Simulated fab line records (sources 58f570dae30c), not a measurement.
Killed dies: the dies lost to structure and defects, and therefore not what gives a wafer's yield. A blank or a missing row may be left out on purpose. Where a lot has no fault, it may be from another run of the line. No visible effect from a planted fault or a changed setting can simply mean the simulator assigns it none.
Which tool is to blame? / flow berkeley_cmos170 / 14 lots with 42 wafers sampled at 5 steps, on a route of 331 steps

## WHAT THE GAUGES SHOWED, per wafer
UCB170_PSD_CD_MEAS_06 targets a cd of 1200 nm. Usual: cd_nm at 1200.5 nm, with a standard deviation of 1.6.
lot=L781; measured=day 6 07:58; on=cd_sem-01; cd_nm (nm)=1199.7 1200.5 1200.8; flag=
lot=L782; measured=day 6 08:11; on=cd_sem-02; cd_nm (nm)=1202.5 1203.4 1202.5; flag=
lot=L780; measured=day 6 08:28; on=cd_sem-01; cd_nm (nm)=1199.5 1198.9 1201.1; flag=
lot=L784; measured=day 7 02:25; on=cd_sem-02; cd_nm (nm)=1201.0 1201.9 1199.9; flag=
lot=L783; measured=day 7 08:18; on=cd_sem-02; cd_nm (nm)=1200.5 1199.1 1200.6; flag=
lot=L785; measured=day 7 08:34; on=cd_sem-01; cd_nm (nm)=1199.5 1198.2 1200.6; flag=
lot=L786; measured=day 7 08:52; on=cd_sem-02; cd_nm (nm)=1200.3 1201.9 1201.6; flag=
lot=L787; measured=day 7 17:35; on=cd_sem-02; cd_nm (nm)=1201.3 1200.3 1201.2; flag=
lot=L790; measured=day 8 11:14; on=cd_sem-02; cd_nm (nm)=1203.7 1202.9 1202.8; flag=
lot=L788; measured=day 8 11:46; on=cd_sem-01; cd_nm (nm)=1202.1 1199.8 1202.8; flag=
lot=L800; measured=day 10 12:10; on=cd_sem-01; cd_nm (nm)=1199.7 1199.3 1201.4; flag=
lot=L802; measured=day 11 03:49; on=cd_sem-01; cd_nm (nm)=1196.5 1197.1 1196.5; flag=
lot=L801; measured=day 11 04:02; on=cd_sem-02; cd_nm (nm)=1201.9 1201.8 1202.8; flag=
lot=L803; measured=day 11 04:08; on=cd_sem-01; cd_nm (nm)=1200.3 1200.0 1200.5; flag=

UCB170_SILICIDE_RS_MEAS_02: uses a four-point probe to measure. Usual: SILICIDE_TI_RS 26.23 ohm/sq, standard deviation 0.25.
lot=L781; measured=day 6 11:55; on=film_metro-04; SILICIDE_TI_RS (ohm/sq)=26.43 26.54 26.26; flag=
lot=L782; measured=day 6 12:10; on=film_metro-02; SILICIDE_TI_RS (ohm/sq)=26.20 26.42 26.15; flag=
lot=L780; measured=day 6 12:25; on=film_metro-04; SILICIDE_TI_RS (ohm/sq)=26.04 26.11 26.17; flag=
lot=L784; measured=day 7 09:37; on=film_metro-04; SILICIDE_TI_RS (ohm/sq)=26.03 25.78 25.80; flag=
lot=L783; measured=day 7 12:06; on=film_metro-02; SILICIDE_TI_RS (ohm/sq)=25.94 25.73 25.86; flag=
lot=L785; measured=day 7 12:29; on=film_metro-02; SILICIDE_TI_RS (ohm/sq)=26.80 26.51 26.18; flag=
lot=L786; measured=day 7 12:50; on=film_metro-04; SILICIDE_TI_RS (ohm/sq)=26.02 26.15 25.91; flag=
lot=L787; measured=day 7 23:15; on=film_metro-02; SILICIDE_TI_RS (ohm/sq)=26.40 26.22 26.70; flag=
lot=L790; measured=day 8 15:05; on=film_metro-04; SILICIDE_TI_RS (ohm/sq)=26.10 26.28 26.21; flag=
lot=L788; measured=day 8 16:25; on=film_metro-03; SILICIDE_TI_RS (ohm/sq)=25.68 26.13 26.13; flag=
lot=L800; measured=day 10 16:32; on=film_metro-04; SILICIDE_TI_RS (ohm/sq)=26.44 26.38 26.16; flag=
lot=L802; measured=day 11 10:14; on=film_metro-04; SILICIDE_TI_RS (ohm/sq)=26.26 26.16 26.18; flag=
lot=L801; measured=day 11 10:34; on=film_metro-02; SILICIDE_TI_RS (ohm/sq)=26.74 26.28 26.52; flag=
lot=L803; measured=day 11 10:13; on=film_metro-02; SILICIDE_TI_RS (ohm/sq)=26.41 26.34 26.13; flag=

UCB170_CONTACT_THK_MEAS_02. Usual: CONTACT_PSG_THK 706 nm, standard deviation 7.
lot=L781; measured=day 6 14:48; on=film_metro-04; CONTACT_PSG_THK (nm)=704 705 701; flag=
lot=L782; measured=day 6 14:48; on=film_metro-01; CONTACT_PSG_THK (nm)=704 701 704; flag=
lot=L780; measured=day 6 14:48; on=film_metro-02; CONTACT_PSG_THK (nm)=711 709 708; flag=
lot=L784; measured=day 7 11:55; on=film_metro-04; CONTACT_PSG_THK (nm)=709 711 710; flag=
lot=L783; measured=day 7 14:19; on=film_metro-01; CONTACT_PSG_THK (nm)=713 712 716; flag=
lot=L785; measured=day 7 16:05; on=film_metro-04; CONTACT_PSG_THK (nm)=720 714 716; flag=
lot=L786; measured=day 7 16:07; on=film_metro-02; CONTACT_PSG_THK (nm)=716 712 718; flag=
lot=L787; measured=day 8 01:29; on=film_metro-02; CONTACT_PSG_THK (nm)=651 654 649; flag=OFF
lot=L790; measured=day 8 17:30; on=film_metro-02; CONTACT_PSG_THK (nm)=659 659 660; flag=OFF
lot=L788; measured=day 8 18:51; on=film_metro-04; CONTACT_PSG_THK (nm)=708 710 703; flag=
lot=L800; measured=day 10 18:46; on=film_metro-04; CONTACT_PSG_THK (nm)=703 697 703; flag=
lot=L802; measured=day 11 12:26; on=film_metro-02; CONTACT_PSG_THK (nm)=710 708 705; flag=
lot=L801; measured=day 11 14:11; on=film_metro-04; CONTACT_PSG_THK (nm)=716 719 718; flag=
lot=L803; measured=day 11 13:30; on=film_metro-04; CONTACT_PSG_THK (nm)=692 694 693; flag=

## TOOL THAT RAN EACH LOT (tool first, then ch and the chambers of the sampled wafers, then the start)
lot=L781; UCB170_SDANNEAL_RTA_00=rtp_anneal-01 ch 0, day 6 11:13; UCB170_CONTACT_CVD_01=lpcvd-02 ch 1, day 6 13:01
lot=L782; UCB170_SDANNEAL_RTA_00=rtp_anneal-02 ch 0, day 6 11:28; UCB170_CONTACT_CVD_01=lpcvd-02 ch 1, day 6 13:01
lot=L780; UCB170_SDANNEAL_RTA_00=rtp_anneal-01 ch 0, day 6 11:43; UCB170_CONTACT_CVD_01=lpcvd-02 ch 1, day 6 13:01
lot=L784; UCB170_SDANNEAL_RTA_00=rtp_anneal-01 ch 0, day 7 08:55; UCB170_CONTACT_CVD_01=lpcvd-02 ch 0, day 7 10:08
lot=L783; UCB170_SDANNEAL_RTA_00=rtp_anneal-01 ch 0, day 7 11:23; UCB170_CONTACT_CVD_01=lpcvd-02 ch 1, day 7 12:32
lot=L785; UCB170_SDANNEAL_RTA_00=rtp_anneal-02 ch 0, day 7 11:47; UCB170_CONTACT_CVD_01=lpcvd-02 ch 1, day 7 14:19
lot=L786; UCB170_SDANNEAL_RTA_00=rtp_anneal-01 ch 0, day 7 12:07; UCB170_CONTACT_CVD_01=lpcvd-02 ch 1, day 7 14:19
lot=L787; UCB170_SDANNEAL_RTA_00=rtp_anneal-01 ch 0, day 7 22:33; UCB170_CONTACT_CVD_01=lpcvd-02 ch 1, day 7 23:43
lot=L790; UCB170_SDANNEAL_RTA_00=rtp_anneal-02 ch 0, day 8 14:22; UCB170_CONTACT_CVD_01=lpcvd-02 ch 1, day 8 15:41
lot=L788; UCB170_SDANNEAL_RTA_00=rtp_anneal-02 ch 0, day 8 15:43; UCB170_CONTACT_CVD_01=lpcvd-01 ch 0, day 8 17:01
lot=L800; UCB170_SDANNEAL_RTA_00=rtp_anneal-01 ch 0, day 10 15:50; UCB170_CONTACT_CVD_01=lpcvd-01 ch 0, day 10 16:58
lot=L802; UCB170_SDANNEAL_RTA_00=rtp_anneal-01 ch 0, day 11 09:24; UCB170_CONTACT_CVD_01=lpcvd-02 ch 1, day 11 10:38
lot=L801; UCB170_SDANNEAL_RTA_00=rtp_anneal-02 ch 0, day 11 09:29; UCB170_CONTACT_CVD_01=lpcvd-02 ch 1, day 11 12:25
lot=L803; UCB170_SDANNEAL_RTA_00=rtp_anneal-02 ch 0, day 11 09:22; UCB170_CONTACT_CVD_01=lpcvd-01 ch 0, day 11 10:50
- UCB170_SDANNEAL_RTA_00: time 10 s.
- UCB170_CONTACT_CVD_01: deposits PSG from SiH4/O2/PH3, target thk 700 nm, time 2820 s.

## AS READ BY THE TOOLS THEMSELVES (means over the sampled wafers that have a number; for cases with no such wafer, the mark the record gives instead)
UCB170_SDANNEAL_RTA_00. Usual: lamp_power_pct 26.1 %, standard deviation 1.8; wafer_temp_C_max 903.1, standard deviation 0.63.
lot=L781; tool=rtp_anneal-01; lamp_power_pct (%)=27.7; wafer_temp_C_max=903.5; flag=
lot=L782; tool=rtp_anneal-02; lamp_power_pct (%)=23.9; wafer_temp_C_max=903.0; flag=
lot=L780; tool=rtp_anneal-01; lamp_power_pct (%)=27.6; wafer_temp_C_max=903.4; flag=
lot=L784; tool=rtp_anneal-01; lamp_power_pct (%)=27.6; wafer_temp_C_max=903.5; flag=
lot=L783; tool=rtp_anneal-01; lamp_power_pct (%)=27.7; wafer_temp_C_max=903.0; flag=
lot=L785; tool=rtp_anneal-02; lamp_power_pct (%)=23.9; wafer_temp_C_max=903.3; flag=
lot=L786; tool=rtp_anneal-01; lamp_power_pct (%)=27.7; wafer_temp_C_max=903.8; flag=
lot=L787; tool=rtp_anneal-01; lamp_power_pct (%)=27.6; wafer_temp_C_max=904.0; flag=
lot=L790; tool=rtp_anneal-02; lamp_power_pct (%)=23.9; wafer_temp_C_max=903.3; flag=
lot=L788; tool=rtp_anneal-02; lamp_power_pct (%)=23.9; wafer_temp_C_max=902.7; flag=
lot=L800; tool=rtp_anneal-01; lamp_power_pct (%)=27.6; wafer_temp_C_max=903.0; flag=
lot=L802; tool=rtp_anneal-01; lamp_power_pct (%)=27.6; wafer_temp_C_max=903.1; flag=
lot=L801; tool=rtp_anneal-02; lamp_power_pct (%)=23.9; wafer_temp_C_max=902.9; flag=
lot=L803; tool=rtp_anneal-02; lamp_power_pct (%)=23.9; wafer_temp_C_max=903.5; flag=

UCB170_CONTACT_CVD_01. Usual: ph3_flow_sccm 25.02 sccm, standard deviation 0.08; spike_tc_source_C 470 C, standard deviation 3.2.
lot=L781; tool=lpcvd-02; ph3_flow_sccm (sccm)=24.94; spike_tc_source_C (C)=468; flag=
lot=L782; tool=lpcvd-02; ph3_flow_sccm (sccm)=25.03; spike_tc_source_C (C)=468; flag=
lot=L780; tool=lpcvd-02; ph3_flow_sccm (sccm)=25.11; spike_tc_source_C (C)=468; flag=
lot=L784; tool=lpcvd-02; ph3_flow_sccm (sccm)=25.02; spike_tc_source_C (C)=478; flag=
lot=L783; tool=lpcvd-02; ph3_flow_sccm (sccm)=24.95; spike_tc_source_C (C)=467; flag=
lot=L785; tool=lpcvd-02; ph3_flow_sccm (sccm)=24.95; spike_tc_source_C (C)=468; flag=
lot=L786; tool=lpcvd-02; ph3_flow_sccm (sccm)=25.04; spike_tc_source_C (C)=468; flag=
lot=L787; tool=lpcvd-02; ph3_flow_sccm (sccm)=12.51; spike_tc_source_C (C)=467; flag=OFF
lot=L790; tool=lpcvd-02; ph3_flow_sccm (sccm)=12.51; spike_tc_source_C (C)=468; flag=OFF
lot=L788; tool=lpcvd-01; ph3_flow_sccm (sccm)=24.92; spike_tc_source_C (C)=472; flag=
lot=L800; tool=lpcvd-01; ph3_flow_sccm (sccm)=24.97; spike_tc_source_C (C)=471; flag=
lot=L802; tool=lpcvd-02; ph3_flow_sccm (sccm)=25.06; spike_tc_source_C (C)=467; flag=
lot=L801; tool=lpcvd-02; ph3_flow_sccm (sccm)=25.06; spike_tc_source_C (C)=469; flag=
lot=L803; tool=lpcvd-01; ph3_flow_sccm (sccm)=25.03; spike_tc_source_C (C)=471; flag=

## THE ANSWER, worked out from the rows above alone
Rule: a lot counts as off when the mean over its wafers that have a number is more than 3 standard deviations away from the usual mean. Also off: a lot with no number at a reading for which 4 or more lots have one. Any other lot the step has rows for is counted as sound. Order of review: gauges by route order, followed by the tools' own readings, for which a lot's mean as printed above is used. At the first step where some lot is off, the reading lying furthest off is the one used; lots without a number count as furthest.
Off: at UCB170_CONTACT_THK_MEAS_02 (CONTACT_PSG_THK), L787, L790.
A tool fits if, at a process step before that reading, it ran every lot that is off, and no sound lot after the first of them. The gauges at UCB170_CONTACT_THK_MEAS_02 aren't tried: what is off there is off at UCB170_CONTACT_CVD_01 too, on other tools, and a gauge's error can't cause that. None of those tried fits.

## WHAT THE SIMULATOR HAD PUT IN
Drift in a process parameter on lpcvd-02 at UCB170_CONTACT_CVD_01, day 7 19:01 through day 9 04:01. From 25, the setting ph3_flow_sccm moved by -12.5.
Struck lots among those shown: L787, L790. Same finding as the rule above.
